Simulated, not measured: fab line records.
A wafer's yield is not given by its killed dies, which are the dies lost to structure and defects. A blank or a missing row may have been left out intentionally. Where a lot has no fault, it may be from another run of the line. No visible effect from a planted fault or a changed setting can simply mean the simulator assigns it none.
A lot that was struck, set against a sound lot	flow berkeley-cmos170	14 steps out of a route of 331
Sound: the wafers L982.1, L982.5, L982.6. Struck: wafers L985.1, L985.2, L985.4. The cause is given at the end.
At each step with rows: each side's tool, then ch and its chambers, then its first start. Under that, the readings that differ: sound wafers	struck wafers	difference of the means	sigmas: that difference in standard deviations of wafers without a fault.
alike: a reading whose means differ by less than 2 such deviations, as well as words and numbers matching on both sides. not compared: withheld readings; readings where some wafer has no value; bounds like >300 that might hide an equal value; numbers whose values overlap and for which the record gives no deviation.
A row with sigmas, a row that says differs or no value, or rows on one side alone: a step with any of these is where the two part. Numbers that have no deviation but don't overlap get no sigmas and don't part them. A reading missing from all wafers of one side parts the sides only when that side holds two or more wafers.

UCB170_SILICIDE_RS_MEAS_02: a four-point-probe measurement.
  sound on film-metro-04, day 9 02:07; struck on film-metro-04, day 10 05:38
  alike: SILICIDE_TI_RS
UCB170_SILICIDE_THK_MEAS_03: measures by xrf.
  sound on film-metro-04, day 9 02:14; struck on film-metro-04, day 10 05:46
  alike: SILICIDE_TI_THK
UCB170_SILICIDE_RTA_04: time 15 s.
  sound on rtp-anneal-02 ch 0, day 9 02:17; struck on rtp-anneal-02 ch 0, day 10 05:49
  alike: anneal-temp-c-max, chamber-o2-ppm, lamp-power-pct, wafer_temp_C_max
then, 3 steps without rows for these wafers: UCB170_SILICIDE_WET_ETCH_05 (etches Ti in SPM, time 45 s); UCB170_CONTACT_CLEAN_00 (cleans in SPM, time 600 s); UCB170_CONTACT_CVD_01 (deposits PSG from SiH4/O2/PH3, target thk 700 nm, time 2820 s).
UCB170_CONTACT_THK_MEAS_02:
  sound on film-metro-04, day 9 05:10; struck on film-metro-01, day 10 09:02
  alike: CONTACT_PSG_THK
then, 3 steps without rows for these wafers: UCB170_CONTACT_HMDS_03 (prime time 60 s); UCB170_CONTACT_COAT_04 (resist thk 900 nm); UCB170_CONTACT_SOFTBAKE_05 (time 60 s).
UCB170_CONTACT_STRIP_06: strips in O2.
  sound on plasma-asher-01 ch 0,1, day 9 05:58; struck on plasma-asher-01 ch 0,1, day 10 09:32
  alike: drypump-motor-current-A, oes-product-au, strip-time-to-endpoint-s
  not compared: rf-hours-counter-h
then, 1 step without rows for these wafers: UCB170_CONTACT_CLEAN_07 (cleans in SPM, time 600 s).
UCB170_CONTACT_RTA_08: time 10 s.
  struck on rtp-anneal-01, day 10 10:08; sound on rtp-anneal-01 ch 0, day 9 06:20
  no value came back on the struck wafers for anneal-temp-c-max, chamber-o2-ppm, lamp-power-pct (%), wafer_temp_C_max; on the sound wafers anneal-temp-c-max reads 903.0 903.1 903.1
following that, these wafers have no rows for 1 step: UCB170_CONTACT_COAT_09.

WHERE THEY PART
Only at UCB170_CONTACT_RTA_08, as far as this record shows.

WHY: what had been put in by the simulator
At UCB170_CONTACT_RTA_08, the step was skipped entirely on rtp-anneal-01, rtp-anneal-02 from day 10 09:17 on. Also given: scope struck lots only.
